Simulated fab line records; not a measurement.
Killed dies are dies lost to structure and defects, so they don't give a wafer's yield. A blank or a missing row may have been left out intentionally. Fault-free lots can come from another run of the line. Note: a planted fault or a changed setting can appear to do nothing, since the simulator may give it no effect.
One fault through the eyes of 2 desks	flow ritCmos	each desk has only its own numbers; what lay behind them comes last

THE TOOL OWNER'S DESK: rtpAnneal-02
Per lot that ran on this tool, the mean of the sampled wafers carrying a number, from the tool's own readings at RIT_SDANNEAL_RTA_03 (time 5 s). The brackets show how far a lot's mean lies from the usual mean; more than 4 standard deviations puts the lot out of limits, marked OUT.
Columns: A = wafer_temp_C_max at RIT_SDANNEAL_RTA_03, usual 1053.7
lot	first seen here	A
L870	day 3 23:14	1053.6
L872	day 4 08:36	1053.9
L874	day 4 21:46	1053.4
L876	day 5 05:04	1053.5
L888	day 7 14:31	1053.6
L890	day 8 01:37	1053.7
This desk's verdict: no lot among the 6 shows anything out of limits.

FROM THE METROLOGY DESK
Means of the sampled wafers that have a number, per lot and without regard to the tool the lot ran on: this is what the gauges read. The brackets show how far a lot's mean lies from the usual mean; more than 4 standard deviations puts the lot out of limits, marked OUT.
Columns: A = PSD_RS at RIT_SDANNEAL_RS_MEAS_04, usual 115.9 ohm/sq; B = PLDD_RS at RIT_SDANNEAL_RS_MEAS_06, usual 178.7 ohm/sq; C = SILICIDE_TI_RS at RIT_SILICIDE_RS_MEAS_02, usual 47.9 ohm/sq; D = CONTACT_OVL at RIT_CONTACT_OVL_MEAS_09, usual 0.6 nm
lot	first seen here	A	B	C	D
L867	day 3 07:43	115.5	179.0	48.1	1.4
L869	day 3 17:04	116.2	178.9	47.1	2.3
L870	day 3 23:18	116.5	179.4	47.4	0.3
L871	day 4 03:52	116.2	179.4	48.0	-0.7
L872	day 4 08:40	115.5	178.4	47.9	1.9
L874	day 4 21:50	114.8	176.8	47.6	1.5
L875	day 5 01:47	116.2	179.2	48.5	-0.0
L876	day 5 05:07	114.8	177.3	48.5	1.4
L883	day 6 14:09	115.6	177.9	47.3	-1.0
L885	day 7 01:31	115.9	178.8	47.5	0.4
L887	day 7 07:17	115.5	178.8	48.4	3.0
L888	day 7 14:34	115.8	179.1	48.9	-0.3
L889	day 7 18:35	116.0	178.9	47.7	0.3
L890	day 8 01:41	116.1	178.8	47.7	1.4
This desk's verdict: no lot among the 14 shows anything out of limits.

TAKEN TOGETHER
The desk of the tool owner found nothing out of limits.
From the metrology desk's view, nothing was out of limits.

WHAT THE SIMULATOR PUT IN
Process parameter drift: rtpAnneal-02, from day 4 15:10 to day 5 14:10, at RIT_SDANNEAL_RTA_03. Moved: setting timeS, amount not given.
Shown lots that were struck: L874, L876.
